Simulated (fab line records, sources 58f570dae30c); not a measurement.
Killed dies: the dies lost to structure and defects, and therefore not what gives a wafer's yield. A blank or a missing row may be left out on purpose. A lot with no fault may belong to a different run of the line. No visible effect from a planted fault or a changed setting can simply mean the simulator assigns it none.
Which tool was responsible? || flow berkeley-cmos170 || 36 wafers from 12 lots sampled at 7 of the route's 331 steps

WHAT THE GAUGES READ, wafer by wafer
UCB170_FIELD_THK_MEAS_02. Usual: FIELD_OXIDE_THK gives 557 nm (standard deviation 8.8).
{"lot": "L647", "measured": "day 4 11:52", "on": "film-metro-01", "FIELD_OXIDE_THK (nm)": "569 571 570", "flag": ""}
{"lot": "L648", "measured": "day 4 18:11", "on": "film-metro-01", "FIELD_OXIDE_THK (nm)": "560 555 556", "flag": ""}
{"lot": "L649", "measured": "day 4 18:12", "on": "film-metro-03", "FIELD_OXIDE_THK (nm)": "560 568 565", "flag": ""}
{"lot": "L650", "measured": "day 5 06:06", "on": "film-metro-01", "FIELD_OXIDE_THK (nm)": "553 563 560", "flag": ""}
{"lot": "L651", "measured": "day 5 06:07", "on": "film-metro-03", "FIELD_OXIDE_THK (nm)": "560 566 564", "flag": ""}
{"lot": "L652", "measured": "day 5 12:03", "on": "film-metro-01", "FIELD_OXIDE_THK (nm)": "568 565 567", "flag": ""}
{"lot": "L653", "measured": "day 5 22:17", "on": "film-metro-02", "FIELD_OXIDE_THK (nm)": "546 546 550", "flag": ""}
{"lot": "L654", "measured": "day 6 06:47", "on": "film-metro-02", "FIELD_OXIDE_THK (nm)": "627 622 614", "flag": "OFF"}
{"lot": "L655", "measured": "day 6 06:48", "on": "film-metro-03", "FIELD_OXIDE_THK (nm)": "621 618 636", "flag": "OFF"}
{"lot": "L656", "measured": "day 6 06:47", "on": "film-metro-01", "FIELD_OXIDE_THK (nm)": "619 613 613", "flag": "OFF"}
{"lot": "L658", "measured": "day 6 17:09", "on": "film-metro-02", "FIELD_OXIDE_THK (nm)": "558 554 560", "flag": ""}
{"lot": "L670", "measured": "day 9 03:36", "on": "film-metro-03", "FIELD_OXIDE_THK (nm)": "551 549 553", "flag": ""}

UCB170_FIELD_THK_MEAS_90. Usual: FIELD_OXIDE_LEFT_1_THK gives 441 nm (standard deviation 9).
{"lot": "L647", "measured": "day 4 23:19", "on": "film-metro-01", "FIELD_OXIDE_LEFT_1_THK (nm)": "454 457 455", "flag": ""}
{"lot": "L648", "measured": "day 5 00:10", "on": "film-metro-02", "FIELD_OXIDE_LEFT_1_THK (nm)": "445 439 439", "flag": ""}
{"lot": "L649", "measured": "day 5 00:11", "on": "film-metro-01", "FIELD_OXIDE_LEFT_1_THK (nm)": "444 450 447", "flag": ""}
{"lot": "L650", "measured": "day 5 14:12", "on": "film-metro-02", "FIELD_OXIDE_LEFT_1_THK (nm)": "438 449 445", "flag": ""}
{"lot": "L651", "measured": "day 5 14:13", "on": "film-metro-01", "FIELD_OXIDE_LEFT_1_THK (nm)": "443 449 446", "flag": ""}
{"lot": "L652", "measured": "day 5 18:37", "on": "film-metro-01", "FIELD_OXIDE_LEFT_1_THK (nm)": "451 447 451", "flag": ""}
{"lot": "L653", "measured": "day 6 05:31", "on": "film-metro-03", "FIELD_OXIDE_LEFT_1_THK (nm)": "429 429 432", "flag": ""}
{"lot": "L654", "measured": "day 6 15:40", "on": "film-metro-02", "FIELD_OXIDE_LEFT_1_THK (nm)": "511 505 497", "flag": "OFF"}
{"lot": "L655", "measured": "day 6 15:41", "on": "film-metro-01", "FIELD_OXIDE_LEFT_1_THK (nm)": "504 503 520", "flag": "OFF"}
{"lot": "L656", "measured": "day 6 15:40", "on": "film-metro-03", "FIELD_OXIDE_LEFT_1_THK (nm)": "503 499 498", "flag": "OFF"}
{"lot": "L658", "measured": "day 7 02:05", "on": "film-metro-03", "FIELD_OXIDE_LEFT_1_THK (nm)": "441 436 442", "flag": ""}
{"lot": "L670", "measured": "day 9 10:25", "on": "film-metro-03", "FIELD_OXIDE_LEFT_1_THK (nm)": "433 430 435", "flag": ""}

UCB170_FIELD_THK_MEAS_91. Usual: FIELD_OXIDE_LEFT_2_THK gives 352 nm (standard deviation 9).
{"lot": "L647", "measured": "day 5 16:00", "on": "film-metro-02", "FIELD_OXIDE_LEFT_2_THK (nm)": "365 367 366", "flag": ""}
{"lot": "L648", "measured": "day 5 15:43", "on": "film-metro-02", "FIELD_OXIDE_LEFT_2_THK (nm)": "355 350 350", "flag": ""}
{"lot": "L649", "measured": "day 5 16:24", "on": "film-metro-02", "FIELD_OXIDE_LEFT_2_THK (nm)": "356 362 360", "flag": ""}
{"lot": "L650", "measured": "day 6 07:04", "on": "film-metro-01", "FIELD_OXIDE_LEFT_2_THK (nm)": "350 360 356", "flag": ""}
{"lot": "L651", "measured": "day 6 07:08", "on": "film-metro-03", "FIELD_OXIDE_LEFT_2_THK (nm)": "354 361 359", "flag": ""}
{"lot": "L652", "measured": "day 6 12:42", "on": "film-metro-01", "FIELD_OXIDE_LEFT_2_THK (nm)": "362 360 362", "flag": ""}
{"lot": "L653", "measured": "day 7 00:23", "on": "film-metro-01", "FIELD_OXIDE_LEFT_2_THK (nm)": "341 341 344", "flag": ""}
{"lot": "L654", "measured": "day 7 10:59", "on": "film-metro-01", "FIELD_OXIDE_LEFT_2_THK (nm)": "422 417 408", "flag": "OFF"}
{"lot": "L655", "measured": "day 7 10:10", "on": "film-metro-02", "FIELD_OXIDE_LEFT_2_THK (nm)": "417 415 432", "flag": "OFF"}
{"lot": "L656", "measured": "day 7 10:27", "on": "film-metro-01", "FIELD_OXIDE_LEFT_2_THK (nm)": "414 410 410", "flag": "OFF"}
{"lot": "L658", "measured": "day 7 16:03", "on": "film-metro-02", "FIELD_OXIDE_LEFT_2_THK (nm)": "353 349 355", "flag": ""}
{"lot": "L670", "measured": "day 9 23:29", "on": "film-metro-03", "FIELD_OXIDE_LEFT_2_THK (nm)": "346 343 348", "flag": ""}

UCB170_M3_CD_MEAS_90: the cd target is 700 nm. Usual: cd-nm reads 699 nm (standard deviation 4.8).
{"lot": "L647", "measured": "day 7 19:29", "on": "cd-sem-01", "cd-nm (nm)": "706 704 703", "flag": ""}
{"lot": "L648", "measured": "day 7 15:46", "on": "cd-sem-02", "cd-nm (nm)": "693 696 698", "flag": ""}
{"lot": "L649", "measured": "day 7 19:56", "on": "cd-sem-01", "cd-nm (nm)": "694 697 694", "flag": ""}
{"lot": "L650", "measured": "day 8 06:04", "on": "cd-sem-01", "cd-nm (nm)": "699 695 703", "flag": ""}
{"lot": "L651", "measured": "day 8 06:33", "on": "cd-sem-01", "cd-nm (nm)": "710 701 702", "flag": ""}
{"lot": "L652", "measured": "day 8 16:50", "on": "cd-sem-01", "cd-nm (nm)": "702 705 701", "flag": ""}
{"lot": "L653", "measured": "day 9 05:33", "on": "cd-sem-02", "cd-nm (nm)": "698 691 689", "flag": ""}
{"lot": "L654", "measured": "day 9 16:17", "on": "cd-sem-02", "cd-nm (nm)": "698 698 697", "flag": ""}
{"lot": "L655", "measured": "day 9 18:50", "on": "cd-sem-02", "cd-nm (nm)": "706 702 705", "flag": ""}
{"lot": "L656", "measured": "day 9 16:15", "on": "cd-sem-01", "cd-nm (nm)": "698 701 699", "flag": ""}
{"lot": "L658", "measured": "day 9 21:53", "on": "cd-sem-02", "cd-nm (nm)": "707 704 708", "flag": ""}
{"lot": "L670", "measured": "day 12 04:31", "on": "cd-sem-02", "cd-nm (nm)": "691 697 700", "flag": ""}

WHICH TOOL RAN EACH LOT (tool, then ch and the chambers of the sampled wafers, then the start)
{"lot": "L647", "UCB170_FIELD_OXIDATION_01": "furnace-03 ch 0, day 4 08:52", "UCB170_SDANNEAL_RTA_00": "rtp-anneal-02 ch 0, day 6 19:21", "UCB170_M2_STRIP_07": "plasma-asher-02 ch 1, day 7 11:30"}
{"lot": "L648", "UCB170_FIELD_OXIDATION_01": "furnace-02 ch 0, day 4 15:11", "UCB170_SDANNEAL_RTA_00": "rtp-anneal-01 ch 0, day 6 18:38", "UCB170_M2_STRIP_07": "plasma-asher-01 ch 0,1, day 7 07:43"}
{"lot": "L649", "UCB170_FIELD_OXIDATION_01": "furnace-02 ch 0, day 4 15:11", "UCB170_SDANNEAL_RTA_00": "rtp-anneal-02 ch 0, day 6 19:32", "UCB170_M2_STRIP_07": "plasma-asher-02 ch 0,1, day 7 12:24"}
{"lot": "L650", "UCB170_FIELD_OXIDATION_01": "furnace-04 ch 0, day 5 03:06", "UCB170_SDANNEAL_RTA_00": "rtp-anneal-02 ch 0, day 7 07:11", "UCB170_M2_STRIP_07": "plasma-asher-02 ch 0,1, day 7 23:14"}
{"lot": "L651", "UCB170_FIELD_OXIDATION_01": "furnace-04 ch 0, day 5 03:06", "UCB170_SDANNEAL_RTA_00": "rtp-anneal-01 ch 0, day 7 07:22", "UCB170_M2_STRIP_07": "plasma-asher-04 ch 1, day 7 23:35"}
{"lot": "L652", "UCB170_FIELD_OXIDATION_01": "furnace-02 ch 0, day 5 09:02", "UCB170_SDANNEAL_RTA_00": "rtp-anneal-01 ch 0, day 7 16:55", "UCB170_M2_STRIP_07": "plasma-asher-04 ch 0,1, day 8 08:41"}
{"lot": "L653", "UCB170_FIELD_OXIDATION_01": "furnace-04 ch 0, day 5 19:17", "UCB170_SDANNEAL_RTA_00": "rtp-anneal-02 ch 0, day 8 01:30", "UCB170_M2_STRIP_07": "plasma-asher-02 ch 0,1, day 8 18:44"}
{"lot": "L654", "UCB170_FIELD_OXIDATION_01": "furnace-04 ch 0, day 6 03:47", "UCB170_SDANNEAL_RTA_00": "rtp-anneal-01 ch 0, day 8 13:07", "UCB170_M2_STRIP_07": "plasma-asher-04 ch 0,1, day 9 06:04"}
{"lot": "L655", "UCB170_FIELD_OXIDATION_01": "furnace-04 ch 0, day 6 03:47", "UCB170_SDANNEAL_RTA_00": "rtp-anneal-01 ch 0, day 8 13:44", "UCB170_M2_STRIP_07": "plasma-asher-02 ch 0,1, day 9 07:40"}
{"lot": "L656", "UCB170_FIELD_OXIDATION_01": "furnace-04 ch 0, day 6 03:47", "UCB170_SDANNEAL_RTA_00": "rtp-anneal-02 ch 0, day 8 13:33", "UCB170_M2_STRIP_07": "plasma-asher-04 ch 1, day 9 06:26"}
{"lot": "L658", "UCB170_FIELD_OXIDATION_01": "furnace-03 ch 0, day 6 14:09", "UCB170_SDANNEAL_RTA_00": "rtp-anneal-02 ch 0, day 8 15:37", "UCB170_M2_STRIP_07": "plasma-asher-04 ch 0,1, day 9 13:34"}
{"lot": "L670", "UCB170_FIELD_OXIDATION_01": "furnace-02 ch 0, day 9 00:36", "UCB170_SDANNEAL_RTA_00": "rtp-anneal-01 ch 0, day 11 04:55", "UCB170_M2_STRIP_07": "plasma-asher-02 ch 0,1, day 11 20:45"}
- UCB170_FIELD_OXIDATION_01: target thk 558.3 nm, ox time 7200 s.
- UCB170_SDANNEAL_RTA_00: time 10 s.
- UCB170_M2_STRIP_07: strips in O2.

AS READ BY THE TOOLS THEMSELVES (means over the sampled wafers that have a number; for cases with no such wafer, the mark the record gives instead)
UCB170_FIELD_OXIDATION_01. Usual: spike-tc-centre-C 1002.0 C, standard deviation 1.1; spike-tc-load-C 1029.8 C, standard deviation 3; spike-tc-source-C 1024.9 C, standard deviation 2.7; tube-center-temp-C 1000 C, standard deviation 0.082; tube_center_temp_C_max 1002.5, standard deviation 0.39; zone-power-load-pct 30 %, standard deviation 3.2.
{"lot": "L647", "tool": "furnace-03", "spike-tc-centre-C (C)": 1002.8, "spike-tc-load-C (C)": 1022.7, "spike-tc-source-C (C)": 1019.1, "tube-center-temp-C (C)": 1000, "tube_center_temp_C_max": 1002.5, "zone-power-load-pct (%)": 35, "flag": ""}
{"lot": "L648", "tool": "furnace-02", "spike-tc-centre-C (C)": 1000.6, "spike-tc-load-C (C)": 1029.0, "spike-tc-source-C (C)": 1023.5, "tube-center-temp-C (C)": 1000, "tube_center_temp_C_max": 1002.4, "zone-power-load-pct (%)": 34, "flag": ""}
{"lot": "L649", "tool": "furnace-02", "spike-tc-centre-C (C)": 1001.0, "spike-tc-load-C (C)": 1027.5, "spike-tc-source-C (C)": 1025.2, "tube-center-temp-C (C)": 1000, "tube_center_temp_C_max": 1002.3, "zone-power-load-pct (%)": 34, "flag": ""}
{"lot": "L650", "tool": "furnace-04", "spike-tc-centre-C (C)": 1002.2, "spike-tc-load-C (C)": 1031.3, "spike-tc-source-C (C)": 1025.0, "tube-center-temp-C (C)": 1000, "tube_center_temp_C_max": 1002.8, "zone-power-load-pct (%)": 28, "flag": ""}
{"lot": "L651", "tool": "furnace-04", "spike-tc-centre-C (C)": 1001.9, "spike-tc-load-C (C)": 1031.5, "spike-tc-source-C (C)": 1026.2, "tube-center-temp-C (C)": 1000, "tube_center_temp_C_max": 1002.7, "zone-power-load-pct (%)": 28, "flag": ""}
{"lot": "L652", "tool": "furnace-02", "spike-tc-centre-C (C)": 1001.2, "spike-tc-load-C (C)": 1029.5, "spike-tc-source-C (C)": 1024.7, "tube-center-temp-C (C)": 1000, "tube_center_temp_C_max": 1002.7, "zone-power-load-pct (%)": 34, "flag": ""}
{"lot": "L653", "tool": "furnace-04", "spike-tc-centre-C (C)": 1002.5, "spike-tc-load-C (C)": 1031.5, "spike-tc-source-C (C)": 1025.8, "tube-center-temp-C (C)": 1000, "tube_center_temp_C_max": 1002.7, "zone-power-load-pct (%)": 28, "flag": ""}
{"lot": "L654", "tool": "furnace-04", "spike-tc-centre-C (C)": 1023.2, "spike-tc-load-C (C)": 1051.9, "spike-tc-source-C (C)": 1046.5, "tube-center-temp-C (C)": 1020, "tube_center_temp_C_max": 1022.5, "zone-power-load-pct (%)": 29, "flag": "OFF"}
{"lot": "L655", "tool": "furnace-04", "spike-tc-centre-C (C)": 1022.4, "spike-tc-load-C (C)": 1052.0, "spike-tc-source-C (C)": 1047.1, "tube-center-temp-C (C)": 1020, "tube_center_temp_C_max": 1022.5, "zone-power-load-pct (%)": 29, "flag": "OFF"}
{"lot": "L656", "tool": "furnace-04", "spike-tc-centre-C (C)": 1021.0, "spike-tc-load-C (C)": 1051.1, "spike-tc-source-C (C)": 1046.5, "tube-center-temp-C (C)": 1020, "tube_center_temp_C_max": 1022.5, "zone-power-load-pct (%)": 29, "flag": "OFF"}
{"lot": "L658", "tool": "furnace-03", "spike-tc-centre-C (C)": 1002.9, "spike-tc-load-C (C)": 1022.9, "spike-tc-source-C (C)": 1018.7, "tube-center-temp-C (C)": 1000, "tube_center_temp_C_max": 1002.6, "zone-power-load-pct (%)": 35, "flag": ""}
{"lot": "L670", "tool": "furnace-02", "spike-tc-centre-C (C)": 1003.0, "spike-tc-load-C (C)": 1029.0, "spike-tc-source-C (C)": 1023.7, "tube-center-temp-C (C)": 1000, "tube_center_temp_C_max": 1002.7, "zone-power-load-pct (%)": 34, "flag": ""}

UCB170_SDANNEAL_RTA_00. Usual: lamp-power-pct 26.7 %, standard deviation 0.52; wafer_temp_C_max 903.6, standard deviation 1.3.
{"lot": "L647", "tool": "rtp-anneal-02", "lamp-power-pct (%)": 26.2, "wafer_temp_C_max": 902.0, "flag": ""}
{"lot": "L648", "tool": "rtp-anneal-01", "lamp-power-pct (%)": 27.2, "wafer_temp_C_max": 905.2, "flag": ""}
{"lot": "L649", "tool": "rtp-anneal-02", "lamp-power-pct (%)": 26.2, "wafer_temp_C_max": 902.6, "flag": ""}
{"lot": "L650", "tool": "rtp-anneal-02", "lamp-power-pct (%)": 26.2, "wafer_temp_C_max": 902.5, "flag": ""}
{"lot": "L651", "tool": "rtp-anneal-01", "lamp-power-pct (%)": 27.3, "wafer_temp_C_max": 904.9, "flag": ""}
{"lot": "L652", "tool": "rtp-anneal-01", "lamp-power-pct (%)": 27.2, "wafer_temp_C_max": 904.9, "flag": ""}
{"lot": "L653", "tool": "rtp-anneal-02", "lamp-power-pct (%)": 26.2, "wafer_temp_C_max": 902.3, "flag": ""}
{"lot": "L654", "tool": "rtp-anneal-01", "lamp-power-pct (%)": 27.2, "wafer_temp_C_max": 904.5, "flag": ""}
{"lot": "L655", "tool": "rtp-anneal-01", "lamp-power-pct (%)": 27.2, "wafer_temp_C_max": 904.3, "flag": ""}
{"lot": "L656", "tool": "rtp-anneal-02", "lamp-power-pct (%)": 26.2, "wafer_temp_C_max": 902.7, "flag": ""}
{"lot": "L658", "tool": "rtp-anneal-02", "lamp-power-pct (%)": 26.2, "wafer_temp_C_max": 902.8, "flag": ""}
{"lot": "L670", "tool": "rtp-anneal-01", "lamp-power-pct (%)": 27.3, "wafer_temp_C_max": 904.6, "flag": ""}

UCB170_M2_STRIP_07. Usual: drypump-motor-current-A 5.6 A, standard deviation 0.37; oes-product-au 0.735 a.u., standard deviation 0.0041; strip-time-to-endpoint-s 21.98 s, standard deviation 0.063.
{"lot": "L647", "tool": "plasma-asher-02", "drypump-motor-current-A (A)": 5.1, "oes-product-au (a.u.)": 0.738, "strip-time-to-endpoint-s (s)": 21.95, "flag": ""}
{"lot": "L648", "tool": "plasma-asher-01", "drypump-motor-current-A (A)": 5.8, "oes-product-au (a.u.)": 0.737, "strip-time-to-endpoint-s (s)": 21.88, "flag": ""}
{"lot": "L649", "tool": "plasma-asher-02", "drypump-motor-current-A (A)": 5.3, "oes-product-au (a.u.)": 0.734, "strip-time-to-endpoint-s (s)": 22.00, "flag": ""}
{"lot": "L650", "tool": "plasma-asher-02", "drypump-motor-current-A (A)": 5.5, "oes-product-au (a.u.)": 0.736, "strip-time-to-endpoint-s (s)": 21.97, "flag": ""}
{"lot": "L651", "tool": "plasma-asher-04", "drypump-motor-current-A (A)": 6.1, "oes-product-au (a.u.)": 0.740, "strip-time-to-endpoint-s (s)": 22.01, "flag": ""}
{"lot": "L652", "tool": "plasma-asher-04", "drypump-motor-current-A (A)": 5.7, "oes-product-au (a.u.)": 0.737, "strip-time-to-endpoint-s (s)": 21.89, "flag": ""}
{"lot": "L653", "tool": "plasma-asher-02", "drypump-motor-current-A (A)": 5.5, "oes-product-au (a.u.)": 0.736, "strip-time-to-endpoint-s (s)": 21.99, "flag": ""}
{"lot": "L654", "tool": "plasma-asher-04", "drypump-motor-current-A (A)": 5.8, "oes-product-au (a.u.)": 0.735, "strip-time-to-endpoint-s (s)": 21.96, "flag": ""}
{"lot": "L655", "tool": "plasma-asher-02", "drypump-motor-current-A (A)": 5.3, "oes-product-au (a.u.)": 0.737, "strip-time-to-endpoint-s (s)": 21.91, "flag": ""}
{"lot": "L656", "tool": "plasma-asher-04", "drypump-motor-current-A (A)": 6.0, "oes-product-au (a.u.)": 0.737, "strip-time-to-endpoint-s (s)": 21.99, "flag": ""}
{"lot": "L658", "tool": "plasma-asher-04", "drypump-motor-current-A (A)": 5.6, "oes-product-au (a.u.)": 0.734, "strip-time-to-endpoint-s (s)": 21.97, "flag": ""}
{"lot": "L670", "tool": "plasma-asher-02", "drypump-motor-current-A (A)": 5.3, "oes-product-au (a.u.)": 0.739, "strip-time-to-endpoint-s (s)": 22.04, "flag": ""}

THE ANSWER, worked out from the rows above alone
Rule: a lot counts as off when the mean over its wafers that have a number is more than 3 standard deviations away from the usual mean. A lot without any number at a reading at which 4 lots or more have one is off too. Any other lot the step has rows for is counted as sound. Order of review: gauges by route order, followed by the tools' own readings, for which a lot's mean as printed above is used. The first step at which some lot is off is used, and at that step the reading that is off furthest; a lot without a number counts as furthest.
Off: L654, L655, L656, seen at UCB170_FIELD_THK_MEAS_02 (FIELD_OXIDE_THK).
If a tool, at a process step before that reading, ran all the lots that are off and no sound lot after the first of them, it fits. Not tried: the gauges at UCB170_FIELD_THK_MEAS_02; whatever is off there is also off at UCB170_FIELD_OXIDATION_01, on other tools, and gauge error can't account for it. One fits: UCB170_FIELD_OXIDATION_01 on furnace-04. A fault onset in the window from L653 (day 5 19:17, its last sound lot) to L654 (day 6 03:47, its first lot off) fits.
The tool's own readings at UCB170_FIELD_OXIDATION_01 bear it out: on the lots that are off they differ by more than 5 times the standard deviation of the sound lots' means. spike-tc-centre-C reads 1022.2 C there against 1002.0 C on the sound lots; spike-tc-load-C reads 1051.7 C there against 1028.3 C on the sound lots; spike-tc-source-C reads 1046.7 C there against 1023.5 C on the sound lots; tube-center-temp-C reads 1020 C there against 1000 C on the sound lots; tube_center_temp_C_max reads 1022.5 there against 1002.6 on the sound lots.

WHAT THE SIMULATOR PUT IN
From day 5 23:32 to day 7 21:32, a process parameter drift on furnace-04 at UCB170_FIELD_OXIDATION_01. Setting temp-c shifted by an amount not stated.
Lots struck among those shown: L654, L656, L655. This agrees with what the rule above found.
